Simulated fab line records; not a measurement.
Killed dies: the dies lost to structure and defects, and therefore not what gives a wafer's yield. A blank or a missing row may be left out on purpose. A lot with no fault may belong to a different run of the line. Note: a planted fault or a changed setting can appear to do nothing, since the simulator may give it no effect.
Split-lot trial / flow rit_cmos / 23 wafers read from 5 lots, route of 202 steps

## ON THE SPLIT
At RIT_M1_DEVELOP_08 (develop time 68 s), the setting develop_time_s was moved away from the recipe's 68 s on 10 of the 23 wafers read, by -12.0% to +9.6%. This setting was run at the recipe's value on the other wafers.

There is no step in the file separating the split from the reading.

## THE READING
At RIT_M1_CD_MEAS_09: cd_nm in nanometres, against a target cd of 2600 nm. Typical for fault-free wafers on this fab line: 2599.9 nm, with standard deviation 2.8 nm.

wafer=L074.2; tool, chamber at the split=litho_track-03, 0; develop_time_s as run, s=68; against the recipe=recipe; cd_nm, nm=2598.2; against lot-mates on the recipe=-
wafer=L074.3; tool, chamber at the split=litho_track-03, 0; develop_time_s as run, s=74.56; against the recipe=+9.6%; cd_nm, nm=2589.8; against lot-mates on the recipe=-8.6
wafer=L074.4; tool, chamber at the split=litho_track-03, 0; develop_time_s as run, s=68; against the recipe=recipe; cd_nm, nm=2597.8; against lot-mates on the recipe=-
wafer=L074.5; tool, chamber at the split=litho_track-03, 0; develop_time_s as run, s=68; against the recipe=recipe; cd_nm, nm=2599.1; against lot-mates on the recipe=-
wafer=L074.6; tool, chamber at the split=litho_track-03, 0; develop_time_s as run, s=74.56; against the recipe=+9.6%; cd_nm, nm=2592.1; against lot-mates on the recipe=-6.3
wafer=L076.1; tool, chamber at the split=litho_track-03, 0; develop_time_s as run, s=72.89; against the recipe=+7.2%; cd_nm, nm=2596.2; against lot-mates on the recipe=-5.6
wafer=L076.2; tool, chamber at the split=litho_track-03, 0; develop_time_s as run, s=68; against the recipe=recipe; cd_nm, nm=2600.7; against lot-mates on the recipe=-
wafer=L076.3; tool, chamber at the split=litho_track-03, 0; develop_time_s as run, s=72.89; against the recipe=+7.2%; cd_nm, nm=2594.7; against lot-mates on the recipe=-7.1
wafer=L076.4; tool, chamber at the split=litho_track-03, 0; develop_time_s as run, s=68; against the recipe=recipe; cd_nm, nm=2603.1; against lot-mates on the recipe=-
wafer=L076.6; tool, chamber at the split=litho_track-03, 0; develop_time_s as run, s=68; against the recipe=recipe; cd_nm, nm=2601.5; against lot-mates on the recipe=-
wafer=L077.1; tool, chamber at the split=litho_track-04, 0; develop_time_s as run, s=68; against the recipe=recipe; cd_nm, nm=2598.0; against lot-mates on the recipe=-
wafer=L077.2; tool, chamber at the split=litho_track-04, 0; develop_time_s as run, s=68; against the recipe=recipe; cd_nm, nm=2598.0; against lot-mates on the recipe=-
wafer=L077.3; tool, chamber at the split=litho_track-04, 0; develop_time_s as run, s=59.83; against the recipe=-12.0%; cd_nm, nm=2610.6; against lot-mates on the recipe=+12.6
wafer=L077.5; tool, chamber at the split=litho_track-04, 0; develop_time_s as run, s=59.83; against the recipe=-12.0%; cd_nm, nm=2611.3; against lot-mates on the recipe=+13.3
wafer=L077.6; tool, chamber at the split=litho_track-04, 0; develop_time_s as run, s=59.83; against the recipe=-12.0%; cd_nm, nm=2610.6; against lot-mates on the recipe=+12.6
wafer=L082.2; tool, chamber at the split=litho_track-04, 0; develop_time_s as run, s=61.33; against the recipe=-9.8%; cd_nm, nm=2606.8; against lot-mates on the recipe=+9.4
wafer=L082.3; tool, chamber at the split=litho_track-04, 0; develop_time_s as run, s=61.33; against the recipe=-9.8%; cd_nm, nm=2605.3; against lot-mates on the recipe=+7.9
wafer=L082.4; tool, chamber at the split=litho_track-04, 0; develop_time_s as run, s=68; against the recipe=recipe; cd_nm, nm=2597.4; against lot-mates on the recipe=-
wafer=L082.5; tool, chamber at the split=litho_track-04, 0; develop_time_s as run, s=68; against the recipe=recipe; cd_nm, nm=2597.5; against lot-mates on the recipe=-
wafer=L082.6; tool, chamber at the split=litho_track-04, 0; develop_time_s as run, s=61.33; against the recipe=-9.8%; cd_nm, nm=2607.6; against lot-mates on the recipe=+10.2
wafer=L083.1; tool, chamber at the split=litho_track-04, 0; develop_time_s as run, s=68; against the recipe=recipe; cd_nm, nm=2596.9; against lot-mates on the recipe=-
wafer=L083.3; tool, chamber at the split=litho_track-04, 0; develop_time_s as run, s=68; against the recipe=recipe; cd_nm, nm=2596.0; against lot-mates on the recipe=-
wafer=L083.4; tool, chamber at the split=litho_track-04, 0; develop_time_s as run, s=68; against the recipe=recipe; cd_nm, nm=2595.8; against lot-mates on the recipe=-

FIT RESULTS
A straight line over all 23 wafers: cd_nm changes by -0.844 nm for each +1% of develop_time_s; r = -0.94; the points scatter about the line by 2 nm.
The same after taking each lot's own level away (the mean of its wafers on the recipe; 23 wafers): -0.943 nm for each +1%; r = -0.99; scatter 1 nm.
Per that fit: largest develop_time_s move, reading shift of 11 nm.
The lots' own levels span 2596.23 to 2601.77 nm, that is 2.0 times the standard deviation above.
So the lot-to-lot level changes the slope: the two fits differ.
Check: for one of the wafers moved furthest among these (-12.0%), held out of the fit, the line's prediction against its lot-mates is +11.5 nm. Against them it came out at +12.6 nm.

## FURTHER SPLITS ON THESE WAFERS
Note: prior to the reading, these wafers also went through further splits. Each is held against what the fit with the lots' levels taken away leaves over:
other split on the same wafers=RIT_NSD_COAT_01 spin_rpm; wafers away from the commonest value=8; r with cd_nm (lot level and that fit taken away)=-0.07
other split on the same wafers=RIT_NSD_IMPLANT_08 energy_kev; wafers away from the commonest value=11; r with cd_nm (lot level and that fit taken away)=+0.28
other split on the same wafers=RIT_SILICIDE_SPUTTER_01 power_w; wafers away from the commonest value=11; r with cd_nm (lot level and that fit taken away)=-0.15
other split on the same wafers=RIT_CONTACT_CVD_00 time_s; wafers away from the commonest value=7; r with cd_nm (lot level and that fit taken away)=+0.01
other split on the same wafers=RIT_CONTACT_DEVELOP_07 develop_time_s; wafers away from the commonest value=5; r with cd_nm (lot level and that fit taken away)=-0.07

## THE FILE'S OWN FIT
cd_nm changes by -0.935 nm for each +1% of develop_time_s, r = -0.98.
